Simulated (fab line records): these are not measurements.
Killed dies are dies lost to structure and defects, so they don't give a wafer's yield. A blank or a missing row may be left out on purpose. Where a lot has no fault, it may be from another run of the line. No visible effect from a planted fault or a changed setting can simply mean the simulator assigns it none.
Problem report in the 8D (eight disciplines) form, filled by code / flow berkeley-cmos170 / the parts of the form that need people (team, actions taken, sign-off) are left out

1. WHAT WENT WRONG
At UCB170_PLDD_IMPLANT_08, beam-energy-keV averages 9.350 over 6 wafers from 2 lots, while fault-free wafers read 10.001, standard deviation 0.003. That is -99 or more standard deviations from the usual mean.
First observed at day 11 07:56: wafer L388.1, on implanter-03. At this step, 42 wafers from 14 lots have a number in the record. By rule, "out" or "out of limits" means more than 4 standard deviations away from the usual mean. The rest of the wafers with a number are treated as sound.

2. WHAT IT IS, WHAT IT ISN'T
question=which readings at this step; is=beam-energy-keV; is not=-
question=which lots; is=L388, L389; is not=L367, L369, L370, L371, L373, L374, L375, L376, L378, L379, L380, L381
question=which wafers of those lots; is=all that have a number; is not=-
question=read on which tools; is=implanter-03; is not=implanter-01, implanter-04
question=when; is=from day 11 07:56; is not=up to then (36 sound wafers)

3. THE SUSPECTS, EACH WITH WHAT RULES IT OUT
Counting: a tool at any process step up to the reading remains a suspect when it ran all the lots that are out and ran no sound lot after the first of those.
- implanter-03 at UCB170_PLDD_IMPLANT_08: kept. All lots that are out passed through it, beginning with L388 at day 11 07:56, and no sound lot followed; its final sound lot before that point was L380 at day 9 03:51. Out on those wafers are its own readings of beam-energy-keV.
After counting, what remains is implanter-03 at UCB170_PLDD_IMPLANT_08.

4. THE CAUSE (what the simulator had put in)
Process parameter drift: implanter-03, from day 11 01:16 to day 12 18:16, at UCB170_PLDD_IMPLANT_08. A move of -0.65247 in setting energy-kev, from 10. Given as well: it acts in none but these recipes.
The count eliminated every tool but this one.

5. THE CHAIN OF EFFECTS, in route order
One row per reading whose mean, taken over the struck wafers that have a number, lies over 3 standard deviations from the usual. Only readings for which the record gives a usual standard deviation are gone through. hours: the time from each lot's start at the first step in this table that gives one to its start at this step, as a median over the lots. sigmas: the change in usual standard deviations.
hours=0; step=UCB170_PLDD_IMPLANT_08; reading=beam-energy-keV; usual=10.001; on struck wafers=9.350; change=-0.651; sigmas=-99 or more
hours=0; step=UCB170_PLDD_IMPLANT_08; reading=beam-on-s; usual=10.3 s; on struck wafers=11.8; change=+1.4; sigmas=+3.6
hours=0; step=UCB170_PLDD_IMPLANT_08; reading=faraday-current-uA; usual=154; on struck wafers=135; change=-19; sigmas=-3.2
Here are the process steps it includes:
- UCB170_PLDD_IMPLANT_08
Later steps that measure or inspect, where all struck wafers having a row at the step show a number for every such reading and not one has moved that far: UCB170_M2_THK_MEAS_03, UCB170_V2_CD_MEAS_12.

6. HOW IT WOULD HAVE BEEN CAUGHT EARLIER
7 hours passed between the start of the fault at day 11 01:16 and the first reading out of limits in this record, taken at day 11 07:56.
